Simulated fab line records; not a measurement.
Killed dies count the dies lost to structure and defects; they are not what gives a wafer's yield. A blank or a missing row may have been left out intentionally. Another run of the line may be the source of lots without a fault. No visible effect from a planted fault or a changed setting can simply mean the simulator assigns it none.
Comparing a struck lot with a sound one :: flow berkeley_cmos170 :: 24 steps out of a route of 331
Sound: these wafers, L156.1, L156.4, L156.5. Wafers L170.1, L170.3, L170.6 were the ones struck. The cause is given at the end.
Per side, at each step with rows, come the tool, then ch with its chambers, and then its first start. Under that, the readings that differ: sound wafers :: struck wafers :: difference of the means :: sigmas: that difference in standard deviations of wafers without a fault.
alike: a reading whose means differ by less than 2 such deviations, as well as words and numbers matching on both sides. not compared: withheld readings; readings where some wafer has no value; bounds like >300 that might hide an equal value; numbers whose values overlap and for which the record gives no deviation.
Wherever a step has rows on one side only, a row that says differs or no value, or a row with sigmas, the two part there. Non-overlapping numbers with no deviation appear without sigmas and do not part them. A reading missing from all wafers of one side parts the sides only when that side holds two or more wafers.

UCB170_V1_STRIP_15: strips in O2.
  sound on plasma_asher-03 ch 0,1, day 8 18:56; struck on plasma_asher-03 ch 0,1, day 11 19:37
  alike: drypump_motor_current_A, oes_product_au, strip_time_to_endpoint_s
  not compared: rf_hours_counter_h
UCB170_V1_CD_MEAS_90 targets a cd of 700 nm.
  sound on cd_sem-01 at day 8 19:02; struck on cd_sem-02 at day 11 19:43
  alike: cd_nm
then, 1 step without rows for these wafers: UCB170_M2_PRE_CLEAN_00 (preclean etch time 60 s).
UCB170_M2_SPUTTER_01: material Al, target thk 900 nm, time 120 s.
  sound on pvd_sputter-01 at day 8 19:13; struck on pvd_sputter-02 at day 11 19:54
  alike: throttle_valve_pct
UCB170_M2_RS_MEAS_02: measurement is done with a four-point probe.
  sound on film_metro-04 at day 8 19:18; struck on film_metro-03 at day 11 19:59
  alike: M2_AL_RS
UCB170_M2_THK_MEAS_03: measures by xrf.
  sound on film_metro-04 at day 8 19:25; struck on film_metro-03 at day 11 20:07
reading: M2_AL_THK (nm)
sound: 920 917 910
struck: 899 896 898
difference: -18
sigmas: -2
then, 3 steps without rows for these wafers: UCB170_M2_HMDS_04 (prime time 60 s); UCB170_M2_COAT_05 (resist thk 900 nm); UCB170_M2_SOFTBAKE_06 (time 60 s).
UCB170_M2_STRIP_07: strips in O2.
  sound on plasma_asher-03 ch 0,1, day 8 19:56; struck on plasma_asher-01 ch 0,1, day 11 21:09
  alike: drypump_motor_current_A, oes_product_au, strip_time_to_endpoint_s
  not compared: rf_hours_counter_h
then, 2 steps without rows for these wafers: UCB170_M2_STRIP_08 (strips KrF in DMSO, time 600 s); UCB170_M2_COAT_09.
UCB170_M2_COAT_10: resist thk 900 nm.
  sound on litho_track-04 ch 0, day 8 21:00; struck on litho_track-04 ch 0, day 11 22:00
reading: model.KrF_of_M2_COAT_10.thk_nm (nm)
sound: 905.7 902 903.6
struck: 795.6 796.6 798.4
difference: -106.9
sigmas: 
  alike: dispense_pressure_kPa
then, 4 steps without rows for these wafers: UCB170_M2_SOFTBAKE_11 (time 60 s); UCB170_M2_EXPOSE_12 (exposes mask METAL2, target cd 700 nm); UCB170_M2_PEB_13; UCB170_M2_DEVELOP_14 (develop time 45 s).
UCB170_M2_CD_MEAS_15 targets a cd of 700 nm.
  sound on cd_sem-01 at day 8 22:27; struck on cd_sem-02 at day 11 23:11
reading: cd_nm (nm)
sound: 698.2 697.6 699.1
struck: 694.1 694.1 694.3
difference: -4.1
sigmas: -3
UCB170_M2_OVL_MEAS_16:
  sound on overlay-02 at day 8 22:34; struck on overlay-01 at day 11 23:18
  alike: M2_OVL
UCB170_M2_ETCH_17: etches BARC in N2/H2.
  sound on rie_diel-03 ch 1,2,3, day 8 22:37; struck on rie_diel-04 ch 1,3, day 11 23:20
reading: model.M2.cd_nm (nm)
sound: 698.5 697.5 698.6
struck: 694.8 693.9 694.4
difference: -3.8
sigmas: 
  alike: drypump_motor_current_A, oes_product_au, throttle_valve_pct
UCB170_M2_METAL_ETCH_18: etches Al in Cl2/BCl3, stops on SiO2, target depth 1170 nm, time 195 s.
  sound on rie_metal-03 ch 0,1, day 8 22:39; struck on rie_metal-01 ch 0,1, day 11 23:23
reading: throttle_valve_pct (%)
sound: 24.62 24.65 24.65
struck: 24.28 24.27 24.36
difference: -0.34
sigmas: -2

reading: model.KrF_of_M2_COAT_10.thk_nm (nm)
sound: 231.1 243.3 238.3
struck: 125.3 131.7 109.5
difference: -115.4
sigmas: 
  alike: drypump_motor_current_A, he_backside_leak_sccm, oes_product_au
  not compared: rf_hours_counter_h, model.M2.cd_nm
UCB170_M2_STRIP_19: strips in O2.
  sound on plasma_asher-03 ch 0,1, day 8 22:50; struck on plasma_asher-01 ch 0,1, day 11 23:34
reading: oes_product_au (a.u.)
sound: 0.559 0.577 0.569
struck: 0.449 0.460 0.434
difference: -0.121
sigmas: -6
  alike: drypump_motor_current_A
  not compared: rf_hours_counter_h
UCB170_M2_CD_MEAS_90 targets a cd of 700 nm.
  sound on cd_sem-01 at day 8 22:56; struck on cd_sem-02 at day 11 23:40
  alike: cd_nm
following that, these wafers have no rows for 1 step: UCB170_M3_PROBE_99.

WHERE THEY PART
At UCB170_M2_THK_MEAS_03 first; at UCB170_M2_STRIP_19 last (within this record only). Later steps at which nothing parts them and some readings are alike: UCB170_M2_CD_MEAS_90.

WHY: whatever the simulator had introduced
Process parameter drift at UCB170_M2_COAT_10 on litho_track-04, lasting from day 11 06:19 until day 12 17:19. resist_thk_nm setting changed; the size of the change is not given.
